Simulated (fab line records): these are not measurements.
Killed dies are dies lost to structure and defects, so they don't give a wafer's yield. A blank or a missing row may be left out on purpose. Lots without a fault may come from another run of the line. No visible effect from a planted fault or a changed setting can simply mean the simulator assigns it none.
Problem report, 8D (eight disciplines) form, completed by code | flow berkeleyCmos170 | the parts of the form that need people (team, actions taken, sign-off) are left out

1. THE PROBLEM
Mean of rfFwdPowerW at UCB170_M1_METAL_ETCH_12: 525.0 W across 6 wafers in 2 lots; on wafers with no fault it is 597.2 W (standard deviation 1.6). That puts it -45 standard deviations away from the usual mean.
The step: etches Al in Cl2/BCl3, stops on PSG, target depth 780 nm, time 130 s.
Seen first at day 10 06:20 on rieMetal-01, wafer L174.1. The record holds 18 wafers of 6 lots with a number at this step. The rule behind "out" and "out of limits": a value lying over 4 standard deviations away from the usual mean. Any other wafer with a number is counted as sound.

2. WHAT IT IS, AND WHAT IT ISN'T
question                    | is                     | is not
which readings at this step | rfFwdPowerW            | drypumpMotorCurrentA
which lots                  | L174, L175             | L173, L177, L186, L190
which wafers of those lots  | all that have a number | -
read on which tools         | rieMetal-01            | rieMetal-03, rieMetal-04
when                        | from day 10 06:20      | up to then (6 sound wafers); but 6 sound wafers of L186, L190 came after

3. SUSPECTS, AND WHAT RULES EACH OUT
Counting: any tool at a process step up to the reading is kept as a suspect provided that every lot that is out went through it and no sound lot did after the first of them.
- pvdSputter-02 at UCB170_M1_SPUTTER_00 (material Al, target thk 600 nm, time 80 s): kept. It ran every lot that is out, first L174 (day 10 03:57), and no sound lot after that.
- rieDiel-01 at UCB170_M1_ETCH_11 (etches BARC in N2/H2): ruled out as a lasting fault. Sound lots L186 ran on it after its first lot that is out, L174 (day 10 06:18).
- rieMetal-01 at UCB170_M1_METAL_ETCH_12 (etches Al in Cl2/BCl3, stops on PSG, target depth 780 nm, time 130 s): kept. It ran every lot that is out, first L174 (day 10 06:20), and no sound lot after that; its last sound lot up to then is L173 (day 9 02:21). Its own rfFwdPowerW readings are out on those wafers.
After counting, pvdSputter-02 at UCB170_M1_SPUTTER_00 and rieMetal-01 at UCB170_M1_METAL_ETCH_12 remain.

4. THE CAUSE (what the simulator had put in)
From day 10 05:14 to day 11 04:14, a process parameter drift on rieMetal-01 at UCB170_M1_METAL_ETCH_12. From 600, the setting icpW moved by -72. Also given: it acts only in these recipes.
Counting leaves 2 suspects; this tool is one of them.

5. THE EFFECT CHAIN, in route order
Each row: a reading whose mean over the struck wafers that have a number lies more than 3 standard deviations from the usual. Only readings whose record carries a usual standard deviation are examined. hours: median over the lots of the time between each lot's start at the first step of this table that gives one and its start at this step. sigmas: the change, counted in usual standard deviations.
hours | step                    | reading     | usual   | on struck wafers | change | sigmas
0     | UCB170_M1_METAL_ETCH_12 | rfFwdPowerW | 597.2 W | 525.0            | -72.2  | -45
Its process steps:
- UCB170_M1_METAL_ETCH_12: etches Al in Cl2/BCl3, stops on PSG, target depth 780 nm, time 130 s.

6. HOW IT WOULD HAVE BEEN CAUGHT EARLIER
In this record the first reading out of limits was taken at day 10 06:20, 1 hour after the fault began at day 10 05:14.
